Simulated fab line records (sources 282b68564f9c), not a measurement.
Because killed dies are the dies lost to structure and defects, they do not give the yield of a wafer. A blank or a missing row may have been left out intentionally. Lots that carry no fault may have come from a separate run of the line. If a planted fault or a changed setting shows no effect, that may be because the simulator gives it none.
2 desks, one fault ; flow ritCmos ; each desk has only its own numbers; what lay behind them comes last

AT THE TOOL OWNER'S DESK: furnace-04
The tool's own readings at RIT_ACTIVE_OXIDATION_01 (target thk 46.8 nm, ox time 3360 s): means of the sampled wafers that have a number, for each lot that ran on this tool. The brackets show how far a lot's mean lies from the usual mean; more than 4 standard deviations puts the lot out of limits, marked OUT.
Columns: A = oxTempC at RIT_ACTIVE_OXIDATION_01, usual 1000.0 C; B = zonePowerCentrePct at RIT_ACTIVE_OXIDATION_01, usual 41.6 %
lot;first seen here;A;B
L719;day 2 16:09;1000.2;42.8
L721;day 3 02:07;999.6;42.8
L723;day 3 12:07;1000.1;42.9
L724;day 3 17:07;1000.2;42.5
L725;day 3 22:07;1000.0;42.7
L726;day 4 03:07;999.9;43.0
L729;day 4 18:07;1000.1;42.7
Finding of this desk: none of the 7 lots has anything out of limits.

FROM THE METROLOGY DESK
What the gauges read, lot by lot, whatever tool the lot ran on: means of the sampled wafers that have a number. The brackets show how far a lot's mean lies from the usual mean; more than 4 standard deviations puts the lot out of limits, marked OUT.
Columns: A = ACTIVE_OXIDE_THK at RIT_ACTIVE_THK_MEAS_02, usual 47.2 nm; B = PWELL_TW at RIT_PWELL_TW_MEAS_10, usual 956; C = cdNm at RIT_CONTACT_CD_MEAS_08, usual 1000.2 nm
lot;first seen here;A;B;C
L713;day 1 12:53;47.2;958;1001.3
L714;day 1 18:25;47.3;963;996.4
L716;day 2 03:04;48.1;964;1003.4
L719;day 2 18:05;48.3;938;999.5
L720;day 2 23:03;47.2;963;1001.9
L721;day 3 04:03;48.0;963;999.2
L722;day 3 09:25;48.8;959;998.2
L723;day 3 14:03;46.1;940;1000.0
L724;day 3 19:03;47.3;942;997.5
L725;day 4 00:04;41.3 (-7.1) OUT;971;1001.0
L726;day 4 05:03;41.4 (-6.9) OUT;941;-
L729;day 4 20:04;40.9 (-7.5) OUT;963;1000.7
L733;day 5 16:03;46.5;970;998.9
L734;day 5 21:03;47.8;942;999.8
L736;day 6 07:03;45.8;966;1001.1
This desk's finding: out of limits on L725, L726, L729; first on L725, day 4 00:04 (ACTIVE_OXIDE_THK at RIT_ACTIVE_THK_MEAS_02). L713, L714, L716, L719, L720, L721, L722, L723, L724, L733, L734, L736: within limits.

TAKEN TOGETHER
At day 4 00:04 the metrology desk could have sounded an alarm, on L725, L726, L729.
Nothing out of limits was seen by the tool owner's desk.
Tool owner's desk: L725, L726, L729 on record, inside its limits.
Every lot named ran RIT_ACTIVE_OXIDATION_01 on furnace-04.

WHAT THE SIMULATOR PUT IN
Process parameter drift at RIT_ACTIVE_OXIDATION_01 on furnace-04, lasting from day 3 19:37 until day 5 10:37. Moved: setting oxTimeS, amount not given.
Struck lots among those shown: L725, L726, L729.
Per desk, hours elapsed from the start of the fault to the first reading out of limits: for the metrology desk, 4.
